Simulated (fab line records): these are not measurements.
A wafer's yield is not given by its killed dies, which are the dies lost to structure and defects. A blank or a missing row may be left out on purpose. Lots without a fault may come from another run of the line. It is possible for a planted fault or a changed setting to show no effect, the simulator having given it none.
A lot that was struck, set against a sound lot :: flow rit-cmos :: 15 steps out of a route of 202
Sound: these wafers, L165.1, L165.2, L165.3. Wafers struck: L174.1, L174.3, L174.6. The cause comes at the end.
Each step with rows lists, per side, the tool, then ch with its chambers, then its first start. Under that, the readings that differ: sound wafers :: struck wafers :: difference of the means :: sigmas: that difference in standard deviations of wafers without a fault.
alike: same words and numbers on both sides, and readings whose means sit less than 2 such deviations apart. not compared: any withheld reading, any reading some wafer has no value for, any bound like >300 that may hide the same value, and any number with overlapping values for which the record gives no deviation.
A row with sigmas, a row that says differs or no value, or rows on one side alone: a step with any of these is where the two part. Numbers that have no deviation but don't overlap get no sigmas and don't part them. Lack of a reading on every wafer of one side parts them only where that side has two or more wafers.

first, 3 steps without rows for these wafers: RIT_SPACER_CLEAN_01 (cleans in dHF, time 30 s); RIT_SPACER_CLEAN_02 (cleans in SC2, time 600 s); RIT_SPACER_CVD_03 (deposits Si3N4 from SiH2Cl2/NH3, target thk 250 nm, time 3300 s).
RIT_SPACER_THK_MEAS_04:
  struck on film-metro-01, day 5 20:01; sound on film-metro-03, day 3 23:49
reading: SPACER_NITRIDE_THK (nm)
sound: 245.3 244.8 245.7
struck: 250.6 251.2 253.8
difference: +6.6
sigmas: +3
RIT_SPACER_ETCHBACK_05: etches Si3N4 in SF6/CHF3, stops on SiO2, target depth 250 nm, time 240 s.
  sound on rie-diel-02 ch 0,1,3, day 3 23:53; struck on rie-diel-03 ch 0,1, day 5 20:05
  alike: drypump-motor-current-A, oes-product-au, throttle-valve-pct
  not compared: rf-hours-counter-h
then, 6 steps without rows for these wafers: RIT_NSD_HMDS_00 (prime time 60 s); RIT_NSD_COAT_01 (resist thk 1000 nm); RIT_NSD_SOFTBAKE_02 (time 60 s); RIT_NSD_EXPOSE_03 (exposes mask M9, target cd 40700 nm); RIT_NSD_PEB_04; RIT_NSD_DEVELOP_05 (develop time 50 s).
RIT_NSD_OVL_MEAS_06:
  struck on overlay-02, day 5 21:05; sound on overlay-01, day 4 01:10
  alike: NSD_OVL
RIT_NSD_HARDBAKE_07: time 60 s.
  sound on litho-track-03 ch 0, day 4 01:12; struck on litho-track-03 ch 0, day 5 21:07
reading: heater-power-total-W (W)
sound: 62.54 62.50 62.50
struck: 61.53 61.47 61.57
difference: -0.99
sigmas: -21

reading: plate-temp-C (C)
sound: 140.14 139.92 139.98
struck: 138.16 138.17 138.31
difference: -1.80
sigmas: -14
after that, 1 step had no rows for these wafers: RIT_NSD_IMPLANT_08.
RIT_M1_PROBE_99:
  struck on prober-02, day 6 07:49; sound on prober-02, day 4 11:10
  alike: killed-at-contacts, killed-at-front-end, killed-dies, killed-open, killed-short

## WHERE THEY PART
Earliest at RIT_SPACER_THK_MEAS_04; latest, in this record, at RIT_NSD_HARDBAKE_07. Later steps at which nothing parts them and some readings are alike: RIT_M1_PROBE_99.

WHY: what had been put in by the simulator
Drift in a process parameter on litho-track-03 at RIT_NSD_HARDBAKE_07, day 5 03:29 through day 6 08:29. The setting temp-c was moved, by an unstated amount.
